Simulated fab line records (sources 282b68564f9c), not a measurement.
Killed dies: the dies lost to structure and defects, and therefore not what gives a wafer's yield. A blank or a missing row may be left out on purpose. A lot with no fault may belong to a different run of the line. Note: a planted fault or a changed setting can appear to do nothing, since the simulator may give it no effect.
The tool behind it: which one?	flow rit cmos	33 wafers from 11 lots sampled at 3 of the route's 202 steps

WHAT THE GAUGES READ, wafer by wafer
RIT_NLDD_TW_MEAS_10.
lot	measured	on	NLDD_TW
L791	day 3 03:02	film metro-02	2503 2497 2496
L792	day 3 04:11	film metro-02	2507 2515 2496
L793	day 3 09:08	film metro-02	2505 2503 2507
L794	day 3 11:02	film metro-02	2509 2504 2505
L799	day 4 10:20	film metro-01	2238 2238 2238
L800	day 4 14:17	film metro-01	2224 2232 2239
L802	day 5 01:29	film metro-02	2277 2272 2283
L809	day 6 12:03	film metro-03	2493 2476 2503
L811	day 6 21:13	film metro-01	2482 2484 2476
L812	day 7 03:37	film metro-01	2461 2470 2461
L814	day 7 13:10	film metro-01	2462 2459 2462

RIT_SDANNEAL_RS_MEAS_07: a four-point-probe measurement.
lot	measured	on	NLDD_RS (ohm/sq)
L791	day 3 10:58	film metro-03	151.1 151.2 151.5
L792	day 3 11:59	film metro-02	151.2 150.6 150.7
L793	day 3 17:20	film metro-01	151.4 151.3 151.0
L794	day 3 18:56	film metro-01	151.5 151.6 151.8
L799	day 4 18:14	film metro-02	156.5 156.3 156.3
L800	day 4 22:17	film metro-02	157.6 157.4 157.5
L802	day 5 09:22	film metro-02	157.3 158.2 158.5
L809	day 6 19:51	film metro-02	151.3 151.3 150.8
L811	day 7 05:34	film metro-01	152.0 151.6 152.2
L812	day 7 11:23	film metro-03	150.6 150.6 151.3
L814	day 7 21:08	film metro-02	151.5 151.7 151.8

WHICH TOOL RAN EACH LOT (tool, then ch and the chambers of the sampled wafers, then the start)
lot	RIT_NLDD_IMPLANT_08
L791	implanter-01 ch 0, day 3 02:43
L792	implanter-01 ch 0, day 3 03:51
L793	implanter-01 ch 0, day 3 08:49
L794	implanter-03 ch 0, day 3 10:42
L799	implanter-02 ch 0, day 4 10:02
L800	implanter-02 ch 0, day 4 13:58
L802	implanter-02 ch 0, day 5 01:11
L809	implanter-01 ch 0, day 6 11:44
L811	implanter-01 ch 0, day 6 20:53
L812	implanter-03 ch 0, day 7 03:17
L814	implanter-03 ch 0, day 7 12:50
- RIT_NLDD_IMPLANT_08

AS READ BY THE TOOLS THEMSELVES (means over the sampled wafers that have a number; for cases with no such wafer, the mark the record gives instead)
RIT_NLDD_IMPLANT_08.
lot	tool	beam energy keV
L791	implanter-01	20.006
L792	implanter-01	20.008
L793	implanter-01	20.004
L794	implanter-03	19.996
L799	implanter-02	13.994
L800	implanter-02	14.000
L802	implanter-02	14.006
L809	implanter-01	20.000
L811	implanter-01	20.001
L812	implanter-03	20.004
L814	implanter-03	20.006

THE ANSWER, worked out from the rows above alone
Rule: what is usual is taken from the lots themselves. Put in order of their means at a reading, lots are off if they are a third of the lots or fewer, leave a main group of 4 or more, and stand apart from it by a gap of 3 or more times the standard deviation of the main group's means; of several such gaps the widest counts. A main group whose means are all the same, to the digits that the tables above print for the reading, isn't used. A lot without any number at a reading at which 4 lots or more have one is off too. All remaining lots with rows at the step are treated as sound. The gauges are gone through in route order, then the tools' own readings, and for those a lot's mean is taken as printed above. At the first step where some lot is off, the reading lying furthest off is the one used; lots without a number count as furthest.
Off: at RIT_NLDD_TW_MEAS_10 (NLDD_TW), L799, L800, L802. Mean 2489 and standard deviation 17 in the main group.
If a tool, at a process step before that reading, ran all the lots that are off and no sound lot after the first of them, it fits. The gauges at RIT_NLDD_TW_MEAS_10 aren't tried: what is off there is off at RIT_NLDD_IMPLANT_08 too, on other tools, and a gauge's error can't cause that. One candidate fits, namely implanter-02 at RIT_NLDD_IMPLANT_08. It ran no sound lot before its first lot that is off in this sample, so the start can't be narrowed down.
The tool's own readings at RIT_NLDD_IMPLANT_08 bear it out: on the lots that are off they differ by more than 5 times the standard deviation of the sound lots' means. beam energy keV reads 14.000 there against 20.003 on the sound lots.

WHAT HAD BEEN PUT IN BY THE SIMULATOR
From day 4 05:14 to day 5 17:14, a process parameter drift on implanter-02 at RIT_NLDD_IMPLANT_08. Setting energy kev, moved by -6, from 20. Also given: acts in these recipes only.
Struck lots among those shown: L799, L800, L802. This agrees with what the rule above found.
